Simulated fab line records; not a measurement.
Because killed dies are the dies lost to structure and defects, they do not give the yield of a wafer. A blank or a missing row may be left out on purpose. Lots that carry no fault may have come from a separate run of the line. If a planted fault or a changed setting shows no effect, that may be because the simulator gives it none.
Matching of chambers -- flow berkeleyCmos170 -- UCB170_GATE_ETCH_14 on rieDiel-04 has 4 sister chambers
The step etches BARC in N2/H2. 14 wafers are shown with their chamber, then 7 later ones without.

## WAFERS PAIRED WITH THEIR CHAMBERS
wafer,chamber,drypumpMotorCurrentA (A),throttleValvePct (%),oesProductAu (a.u.)
L913.4,1,6.2,13.33,0.995
L913.5,0,6.3,13.48,0.957
L913.6,1,6.2,13.35,0.998
L912.1,3,5.3,13.52,1.005
L912.3,1,6.2,13.34,0.993
L912.6,2,5.9,13.67,0.960
L914.1,1,6.2,13.36,1.007
L914.5,2,5.9,13.69,0.971
L914.6,3,5.3,13.52,1.008
L919.2,0,6.2,13.47,0.967
L919.3,2,5.9,13.67,0.956
L919.6,0,6.2,13.48,0.968
L922.1,2,5.9,13.67,0.963
L922.2,3,5.3,13.52,1.016

SIGNATURES, as means of the wafers listed above
reading,chamber 0,chamber 1,chamber 2,chamber 3,scatter within a chamber
drypumpMotorCurrentA,6.233,6.200,5.900,5.300,0.0258
throttleValvePct,13.4767,13.3450,13.6750,13.5200,0.00931
oesProductAu,0.96400,0.99825,0.96250,1.00967,0.00612
Rule: a wafer lies at a distance from a chamber equal to the root of the sum of squares, over the readings, of (its reading less the chamber's mean, divided by the reading's scatter). If the next closest chamber is less than 2 further off than the closest, the wafer can't be placed; otherwise it belongs to the closest. The scatter: take each reading less its chamber's mean, square it, sum over the shown wafers, divide by the number of wafers less the number of chambers, and take the root.

## WAFERS WITHOUT THEIR CHAMBER
wafer,drypumpMotorCurrentA (A),throttleValvePct (%),oesProductAu (a.u.)
L922.5,5.2,13.51,1.018
L927.1,6.3,13.48,0.948
L927.4,5.9,13.69,0.974
L927.5,5.3,13.51,1.005
L924.1,6.2,13.35,0.996
L924.3,5.2,13.53,1.007
L924.4,6.2,13.48,0.968

## EACH ONE'S CHAMBER
wafer,from the rows above,in truth
L922.5,3,3
L927.1,0,0
L927.4,2,2
L927.5,3,3
L924.1,1,1
L924.3,3,3
L924.4,0,0
7 of 7 placed correctly. Left unplaced by these rows: 0. Number placed wrongly: 0.
